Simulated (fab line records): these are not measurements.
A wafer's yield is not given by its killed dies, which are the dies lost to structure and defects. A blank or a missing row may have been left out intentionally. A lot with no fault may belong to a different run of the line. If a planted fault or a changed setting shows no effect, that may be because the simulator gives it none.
Struck lot and sound lot, side by side | flow berkeley-cmos170 | 14 steps out of a route of 331
Sound: wafers L574.1, L574.2, L574.5. The struck wafers were L565.1, L565.2, L565.5. The cause comes at the end.
For every step that has rows: the tool of each side, followed by ch and its chambers, followed by its first start. Under that, the readings that differ: sound wafers | struck wafers | difference of the means | sigmas: that difference in standard deviations of wafers without a fault.
alike: readings with means less than 2 such deviations apart, plus words and numbers identical on both sides. not compared: withheld readings, readings lacking a value on some wafer, bounds such as >300 that could conceal the same value, and numbers that have no deviation in the record and whose values overlap.
Wherever a step has rows on one side only, a row that says differs or no value, or a row with sigmas, the two part there. Numbers that have no deviation but don't overlap get no sigmas and don't part them. A reading missing from all wafers of one side parts the sides only when that side holds two or more wafers.

UCB170_CONTACT_OVL_MEAS_16:
  sound on overlay-01 at day 12 05:49; struck on overlay-02 at day 9 23:41
  alike: CONTACT_OVL
UCB170_CONTACT_ETCH_17: etches BARC in N2/H2.
  sound on rie-diel-03 ch 0,2, day 12 05:51; struck on rie-diel-04 ch 0,1,2, day 9 23:43
  alike: drypump-motor-current-A, oes-product-au, rf-fwd-power-W, throttle-valve-pct
UCB170_CONTACT_ETCH_18: etches PSG in CHF3/CF4/Ar, stops on TiSi2, target depth 840 nm, time 195 s.
  sound: rie-diel-03 ch 0,2; struck: rie-diel-04 ch 0,1,2
  alike: drypump-motor-current-A, mfc-ar-sccm, oes-product-au, rf-fwd-power-W, throttle-valve-pct
  not compared: rf-hours-counter-h
UCB170_CONTACT_STRIP_19: strips in O2.
  sound on plasma-asher-04 ch 0,1, day 12 06:01; struck on plasma-asher-01 ch 0,1, day 9 23:53
  alike: drypump-motor-current-A, oes-product-au
  not compared: rf-hours-counter-h
UCB170_CONTACT_CD_MEAS_90: target cd 700 nm.
  sound on cd-sem-02 at day 12 06:07; struck on cd-sem-02 at day 9 23:59
  alike: cd-nm
then, 1 step without rows for these wafers: UCB170_CONTACT_CLEAN_20 (cleans in SPM, time 600 s).
UCB170_M1_SPUTTER_00: material Al, target thk 600 nm, time 80 s.
  sound on pvd-sputter-01 at day 12 07:11; struck on pvd-sputter-04 at day 10 00:16
  alike: throttle-valve-pct
UCB170_M1_RS_MEAS_01: measures by four-point-probe.
  sound on film-metro-02 at day 12 07:14; struck on film-metro-03 at day 10 00:20
  alike: M1_AL_RS
UCB170_M1_THK_MEAS_02: measures by xrf.
  sound on film-metro-02 at day 12 07:22; struck on film-metro-03 at day 10 00:28
  alike: M1_AL_THK
then, 3 steps without rows for these wafers: UCB170_M1_COAT_03; UCB170_M1_COAT_04 (resist thk 900 nm); UCB170_M1_SOFTBAKE_05 (time 60 s).
UCB170_M1_EXPOSE_06: exposes mask METAL1, target cd 700 nm.
  sound on krf-scanner-02 ch 0, day 12 08:06; struck on krf-scanner-01, day 10 01:08
  no value came back on the struck wafers for exposure-dose-mJ-cm2, focus-offset-nm (nm); on the sound wafers exposure-dose-mJ-cm2 reads 20.977 20.992 20.978
  alike: mask
following that, these wafers have no rows for 1 step: UCB170_M1_PEB_07.

## WHERE THEY PART
Only at UCB170_M1_EXPOSE_06, within this record.

WHY: what had been put in by the simulator
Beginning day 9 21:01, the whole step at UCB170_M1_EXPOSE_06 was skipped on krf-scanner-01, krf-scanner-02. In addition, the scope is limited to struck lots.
